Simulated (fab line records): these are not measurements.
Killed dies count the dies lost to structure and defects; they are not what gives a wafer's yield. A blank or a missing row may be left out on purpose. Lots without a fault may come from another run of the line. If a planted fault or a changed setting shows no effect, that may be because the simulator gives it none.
A struck lot beside a sound one / flow berkeley_cmos170 / 14 steps out of a route of 331
Sound: the wafers L261.3, L261.4, L261.5. Wafers L262.1, L262.2, L262.3 were the ones struck. At the end, the cause is stated.
For every step that has rows: the tool of each side, followed by ch and its chambers, followed by its first start. Under that, the readings that differ: sound wafers / struck wafers / difference of the means / sigmas: that difference in standard deviations of wafers without a fault.
alike: words and numbers the same on both sides, and readings whose means are apart by under 2 such deviations; not compared: readings that were withheld, readings missing a value for some wafer, numbers with overlapping values and no deviation given by the record, and bounds like >300 which may hide the same value.
A row with sigmas, a row that says differs or no value, or rows on one side alone: a step with any of these is where the two part. Numbers that don't overlap but have no deviation are shown without sigmas and don't part them. A reading that every wafer of one side lacks parts them only if that side has two wafers or more.

first, 1 step without rows for these wafers: UCB170_GATE_CVD_04 (deposits poly-Si from SiH4, time 1440 s, target thk 214 nm).
UCB170_GATE_THK_MEAS_05:
  sound on film_metro-02, day 8 00:13; struck on film_metro-04, day 8 00:11
  alike: GATE_POLY_THK
then, 6 steps without rows for these wafers: UCB170_GATE_COAT_06; UCB170_GATE_COAT_07 (resist thk 900 nm); UCB170_GATE_SOFTBAKE_08 (time 60 s); UCB170_GATE_EXPOSE_09 (exposes mask POLY, target cd 350 nm); UCB170_GATE_PEB_10; UCB170_GATE_DEVELOP_11 (develop time 45 s).
UCB170_GATE_CD_MEAS_12: target cd 350 nm.
  sound on cd_sem-02, day 8 01:31; struck on cd_sem-01, day 8 01:12
  alike: cd_nm
UCB170_GATE_OVL_MEAS_13:
  sound on overlay-02, day 8 01:37; struck on overlay-01, day 8 01:19
  alike: GATE_OVL
UCB170_GATE_ETCH_14: etches BARC in N2/H2.
  sound on rie_diel-03 ch 1,2, day 8 01:38; struck on rie_diel-02 ch 1,2,3, day 8 01:22
  alike: drypump_motor_current_A, oes_product_au, throttle_valve_pct
UCB170_GATE_ETCH_15: etches poly-Si in HBr/Cl2, stops on SiO2, time 56.3 s, target depth 278.2 nm.
  sound on rie_si-01 ch 0,1,2, day 8 01:41; struck on rie_si-02 ch 1,2,3, day 8 01:24
  alike: drypump_motor_current_A, oes_product_au, throttle_valve_pct
  not compared: rf_hours_counter_h
UCB170_GATE_STRIP_16: strips in O2.
  sound on plasma_asher-03 ch 0,1, day 8 01:46; struck on plasma_asher-04 ch 0,1, day 8 01:27
  no value came back on the struck wafers for chamber_pressure_mTorr (mTorr), drypump_motor_current_A (A), oes_product_au (a.u.); on the sound wafers chamber_pressure_mTorr (mTorr) reads 3498 3498 3496
reading=model.KrF_of_GATE_COAT_07.thk_nm (nm); sound=0 0 0; struck=777.3 779.2 784.7; difference=+780.4; sigmas=
  not compared: rf_hours_counter_h
UCB170_GATE_CD_MEAS_90: target cd 350 nm.
  sound on cd_sem-02, day 8 01:52; struck on cd_sem-01, day 8 01:33
  alike: cd_nm

WHERE THEY PART
Within this record, at UCB170_GATE_STRIP_16 only. Later steps at which nothing parts them and some readings are alike: UCB170_GATE_CD_MEAS_90.

WHY: what had been put in by the simulator
Skipped step whole: plasma_asher-04, from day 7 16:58 on, at UCB170_GATE_STRIP_16. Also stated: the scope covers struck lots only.
